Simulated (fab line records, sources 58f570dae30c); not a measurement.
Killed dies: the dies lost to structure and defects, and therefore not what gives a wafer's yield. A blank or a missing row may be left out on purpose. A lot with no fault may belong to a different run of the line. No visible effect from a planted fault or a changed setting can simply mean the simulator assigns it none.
Split-lot study + flow berkeley cmos170 + on a route of 331 steps: 5 lots, 23 wafers read

## SPLIT DETAILS
At UCB170_PWELL_CVD_05 (deposits Si3N4 from SiH2Cl2/NH3, target thk 220 nm, time 3300 s), the setting time s was moved away from the recipe's 3300 s on 15 of the 23 wafers read, by +5.7% to +8.4%. This setting was run at the recipe's value on the other wafers.

The file shows no step between the split and the reading.

## THE READING
At UCB170_PWELL_THK_MEAS_06: PWELL_NITRIDE_THK, given in nm. A value of 219.2 nm with a standard deviation of 2 nm is what fault-free wafers of this fab line usually give.

| wafer  | tool, chamber at the split | time s as run, s | against the recipe | PWELL_NITRIDE_THK, nm | against lot-mates on the recipe |
|--------|----------------------------|------------------|--------------------|-----------------------|---------------------------------|
| L074.2 | -, -                       | 3561             | +7.9%              | 238.6                 | no lot-mate on the recipe       |
| L074.3 | -, -                       | 3561             | +7.9%              | 241.1                 | no lot-mate on the recipe       |
| L074.4 | -, -                       | 3561             | +7.9%              | 236.3                 | no lot-mate on the recipe       |
| L074.5 | -, -                       | 3561             | +7.9%              | 238.9                 | no lot-mate on the recipe       |
| L074.6 | -, -                       | 3561             | +7.9%              | 239.9                 | no lot-mate on the recipe       |
| L077.1 | lpcvd-02, 1                | 3300             | recipe             | 220.5                 | -                               |
| L077.3 | lpcvd-02, 1                | 3300             | recipe             | 220.2                 | -                               |
| L077.6 | lpcvd-02, 1                | 3300             | recipe             | 219.0                 | -                               |
| L082.1 | -, -                       | 3578             | +8.4%              | 234.8                 | no lot-mate on the recipe       |
| L082.2 | -, -                       | 3578             | +8.4%              | 235.0                 | no lot-mate on the recipe       |
| L082.3 | -, -                       | 3578             | +8.4%              | 233.3                 | no lot-mate on the recipe       |
| L082.5 | -, -                       | 3578             | +8.4%              | 236.1                 | no lot-mate on the recipe       |
| L082.6 | -, -                       | 3578             | +8.4%              | 235.7                 | no lot-mate on the recipe       |
| L084.1 | -, -                       | 3489             | +5.7%              | 231.3                 | no lot-mate on the recipe       |
| L084.3 | -, -                       | 3489             | +5.7%              | 232.4                 | no lot-mate on the recipe       |
| L084.4 | -, -                       | 3489             | +5.7%              | 230.5                 | no lot-mate on the recipe       |
| L084.5 | -, -                       | 3489             | +5.7%              | 231.5                 | no lot-mate on the recipe       |
| L084.6 | -, -                       | 3489             | +5.7%              | 231.5                 | no lot-mate on the recipe       |
| L085.1 | -, -                       | 3300             | recipe             | 215.4                 | -                               |
| L085.2 | -, -                       | 3300             | recipe             | 217.2                 | -                               |
| L085.3 | -, -                       | 3300             | recipe             | 216.9                 | -                               |
| L085.5 | -, -                       | 3300             | recipe             | 217.2                 | -                               |
| L085.6 | -, -                       | 3300             | recipe             | 217.2                 | -                               |

THE FIT
A straight line over all 23 wafers: PWELL_NITRIDE_THK changes by +2.31 nm for each +1% of time s; r = +0.97; the points scatter about the line by 2.3 nm.
Too few moved wafers with a lot-mate on the recipe to fit a line net of each lot's own level.

## THE WHOLE CHAIN: every reading that the file lists as answering this split, in the file's order
| step                     | what it does                                                               | reading                                                                       | change (the file's fit)              | r (the file's) |
|--------------------------|----------------------------------------------------------------------------|-------------------------------------------------------------------------------|--------------------------------------|----------------|
| UCB170_PWELL_CVD_05      | deposits Si3N4 from SiH2Cl2/NH3, target thk 220 nm, time 3300 s            | Si3N4_of_PWELL_CVD_05.thk nm (the simulator's own value, which no gauge read) | +2.3 nm for each +1% of the setting  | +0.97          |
| UCB170_PWELL_THK_MEAS_06 |                                                                            | PWELL_NITRIDE_THK                                                             | +2.31 for each +1% of the setting    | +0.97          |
| UCB170_PWELL_ETCH_14     | etches Si3N4 in CH3F/Ar/O2, stops on SiO2, target depth 242 nm, time 151 s | etch.depth nm (the simulator's own value, which no gauge read)                | +2.17 nm for each +1% of the setting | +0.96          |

## FILE'S OWN FIT
PWELL_NITRIDE_THK changes by +2.31 nm for each +1% of time s, r = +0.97.
